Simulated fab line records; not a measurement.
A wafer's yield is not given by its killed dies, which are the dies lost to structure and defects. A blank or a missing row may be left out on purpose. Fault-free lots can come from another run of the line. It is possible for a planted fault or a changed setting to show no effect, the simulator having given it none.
Split-lot trial :: flow berkeley-cmos170 :: 5 lots, 23 wafers read, on a route of 331 steps

SPLIT DETAILS
At UCB170_V1_COAT_07 (resist thk 900 nm), the setting resist-thk-nm was moved away from the recipe's 900 nm on 9 of the 23 wafers read, by -2.4% to +5.2%. The other wafers ran this setting at the recipe's value.

FROM THE SPLIT TO THE READING: what the file shows between them, 2 steps
- UCB170_V1_SOFTBAKE_08: time 60 s
- UCB170_V1_EXPOSE_09: exposes mask VIA1, target cd 700 nm

THE READING
KrF_of_V1_COAT_07.thk-nm (the simulator's own value, which no gauge read), in nm, at UCB170_V1_ETCH_14 (etches SiO2 in CHF3/CF4/Ar, stops on Al, target depth 1250 nm, time 291 s). No usual value for it is given in the file. Across the 14 wafers here that went through the recipe, the average is 607.2 nm and the standard deviation 4.7 nm.

wafer: L077.1
tool, chamber at the split: litho-track-03, 0
resist-thk-nm as run, nm: 900
against the recipe: recipe
KrF_of_V1_COAT_07.thk-nm, nm: 614.2
against lot-mates on the recipe: -

wafer: L077.2
tool, chamber at the split: litho-track-03, 0
resist-thk-nm as run, nm: 900
against the recipe: recipe
KrF_of_V1_COAT_07.thk-nm, nm: 611.7
against lot-mates on the recipe: -

wafer: L077.3
tool, chamber at the split: litho-track-03, 0
resist-thk-nm as run, nm: 900
against the recipe: recipe
KrF_of_V1_COAT_07.thk-nm, nm: 608.5
against lot-mates on the recipe: -

wafer: L077.4
tool, chamber at the split: litho-track-03, 0
resist-thk-nm as run, nm: 900
against the recipe: recipe
KrF_of_V1_COAT_07.thk-nm, nm: 615.2
against lot-mates on the recipe: -

wafer: L077.6
tool, chamber at the split: litho-track-03, 0
resist-thk-nm as run, nm: 900
against the recipe: recipe
KrF_of_V1_COAT_07.thk-nm, nm: 604.6
against lot-mates on the recipe: -

wafer: L075.2
tool, chamber at the split: litho-track-02, 0
resist-thk-nm as run, nm: 946.5
against the recipe: +5.2%
KrF_of_V1_COAT_07.thk-nm, nm: 651.8
against lot-mates on the recipe: +49.4

wafer: L075.3
tool, chamber at the split: litho-track-02, 0
resist-thk-nm as run, nm: 946.5
against the recipe: +5.2%
KrF_of_V1_COAT_07.thk-nm, nm: 654.4
against lot-mates on the recipe: +52.0

wafer: L075.4
tool, chamber at the split: litho-track-02, 0
resist-thk-nm as run, nm: 900
against the recipe: recipe
KrF_of_V1_COAT_07.thk-nm, nm: 602.7
against lot-mates on the recipe: -

wafer: L075.5
tool, chamber at the split: litho-track-02, 0
resist-thk-nm as run, nm: 900
against the recipe: recipe
KrF_of_V1_COAT_07.thk-nm, nm: 602
against lot-mates on the recipe: -

wafer: L075.6
tool, chamber at the split: litho-track-02, 0
resist-thk-nm as run, nm: 946.5
against the recipe: +5.2%
KrF_of_V1_COAT_07.thk-nm, nm: 653.9
against lot-mates on the recipe: +51.5

wafer: L078.1
tool, chamber at the split: litho-track-03, 0
resist-thk-nm as run, nm: 900
against the recipe: recipe
KrF_of_V1_COAT_07.thk-nm, nm: 612.6
against lot-mates on the recipe: -

wafer: L078.2
tool, chamber at the split: litho-track-03, 0
resist-thk-nm as run, nm: 878.3
against the recipe: -2.4%
KrF_of_V1_COAT_07.thk-nm, nm: 585.9
against lot-mates on the recipe: -23.2

wafer: L078.3
tool, chamber at the split: litho-track-03, 0
resist-thk-nm as run, nm: 878.3
against the recipe: -2.4%
KrF_of_V1_COAT_07.thk-nm, nm: 581.7
against lot-mates on the recipe: -27.4

wafer: L078.4
tool, chamber at the split: litho-track-03, 0
resist-thk-nm as run, nm: 900
against the recipe: recipe
KrF_of_V1_COAT_07.thk-nm, nm: 605.6
against lot-mates on the recipe: -

wafer: L078.5
tool, chamber at the split: litho-track-03, 0
resist-thk-nm as run, nm: 878.3
against the recipe: -2.4%
KrF_of_V1_COAT_07.thk-nm, nm: 596.5
against lot-mates on the recipe: -12.6

wafer: L081.3
tool, chamber at the split: litho-track-03, 0
resist-thk-nm as run, nm: 900
against the recipe: recipe
KrF_of_V1_COAT_07.thk-nm, nm: 602.8
against lot-mates on the recipe: -

wafer: L081.5
tool, chamber at the split: litho-track-03, 0
resist-thk-nm as run, nm: 900
against the recipe: recipe
KrF_of_V1_COAT_07.thk-nm, nm: 599.1
against lot-mates on the recipe: -

wafer: L081.6
tool, chamber at the split: litho-track-03, 0
resist-thk-nm as run, nm: 900
against the recipe: recipe
KrF_of_V1_COAT_07.thk-nm, nm: 606.5
against lot-mates on the recipe: -

wafer: L085.1
tool, chamber at the split: litho-track-03, 0
resist-thk-nm as run, nm: 883.8
against the recipe: -1.8%
KrF_of_V1_COAT_07.thk-nm, nm: 591.2
against lot-mates on the recipe: -16.6

wafer: L085.2
tool, chamber at the split: litho-track-03, 0
resist-thk-nm as run, nm: 883.8
against the recipe: -1.8%
KrF_of_V1_COAT_07.thk-nm, nm: 589.8
against lot-mates on the recipe: -18.1

wafer: L085.3
tool, chamber at the split: litho-track-03, 0
resist-thk-nm as run, nm: 900
against the recipe: recipe
KrF_of_V1_COAT_07.thk-nm, nm: 608.2
against lot-mates on the recipe: -

wafer: L085.5
tool, chamber at the split: litho-track-03, 0
resist-thk-nm as run, nm: 900
against the recipe: recipe
KrF_of_V1_COAT_07.thk-nm, nm: 607.5
against lot-mates on the recipe: -

wafer: L085.6
tool, chamber at the split: litho-track-03, 0
resist-thk-nm as run, nm: 883.8
against the recipe: -1.8%
KrF_of_V1_COAT_07.thk-nm, nm: 595.3
against lot-mates on the recipe: -12.6

THE FIT
A straight line over all 23 wafers: KrF_of_V1_COAT_07.thk-nm changes by +8.71 nm for each +1% of resist-thk-nm; r = +0.97; the points scatter about the line by 4.6 nm.
The same after taking each lot's own level away (the mean of its wafers on the recipe; 23 wafers): +9.57 nm for each +1%; r = +0.99; scatter 3.7 nm.
That fit puts the effect of the largest move of resist-thk-nm on the reading at 49 nm.
From 602.35 to 610.84 nm: that is the span of the lots' own levels, equal to 1.8 times the standard deviation above.
So the lot-to-lot level changes the slope little: the two slopes agree.
Check: with one of the wafers moved furthest among these (+5.2%) left out of the fit, the line predicts +50.4 nm for it against its lot-mates. Against them it came out at +49.4 nm.

ADDITIONAL SPLITS CARRIED BY THESE WAFERS
These wafers also went through other splits before the reading. Each is held against what the fit with the lots' levels taken away leaves over:
other split on the same wafers: UCB170_BACKSIDE_HMDS_00 prime-time-s
wafers away from the commonest value: 4
r with KrF_of_V1_COAT_07.thk-nm (lot level and that fit taken away): +0.05

other split on the same wafers: UCB170_SILICIDE_SPUTTER_01 power-w
wafers away from the commonest value: 10
r with KrF_of_V1_COAT_07.thk-nm (lot level and that fit taken away): -0.24

other split on the same wafers: UCB170_M1_SPUTTER_00 power-w
wafers away from the commonest value: 8
r with KrF_of_V1_COAT_07.thk-nm (lot level and that fit taken away): +0.25

THE WHOLE CHAIN: every reading that the file lists as answering this split, in the file's order
step: UCB170_V1_COAT_07
what it does: resist thk 900 nm
reading: KrF_of_V1_COAT_07.thk-nm (the simulator's own value, which no gauge read)
change (the file's fit): +8.67 nm for each +1% of the setting
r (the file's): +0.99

step: UCB170_V1_ETCH_14
what it does: etches SiO2 in CHF3/CF4/Ar, stops on Al, target depth 1250 nm, time 291 s
reading: KrF_of_V1_COAT_07.thk-nm (the simulator's own value, which no gauge read)
change (the file's fit): +9.59 nm for each +1% of the setting
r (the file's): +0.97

step: UCB170_V1_STRIP_15
what it does: strips in O2
reading: strip-time-to-endpoint-s
change (the file's fit): withheld for each +1% of the setting
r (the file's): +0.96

THE FILE'S OWN FIT
KrF_of_V1_COAT_07.thk-nm changes by +9.59 nm for each +1% of resist-thk-nm, r = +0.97.
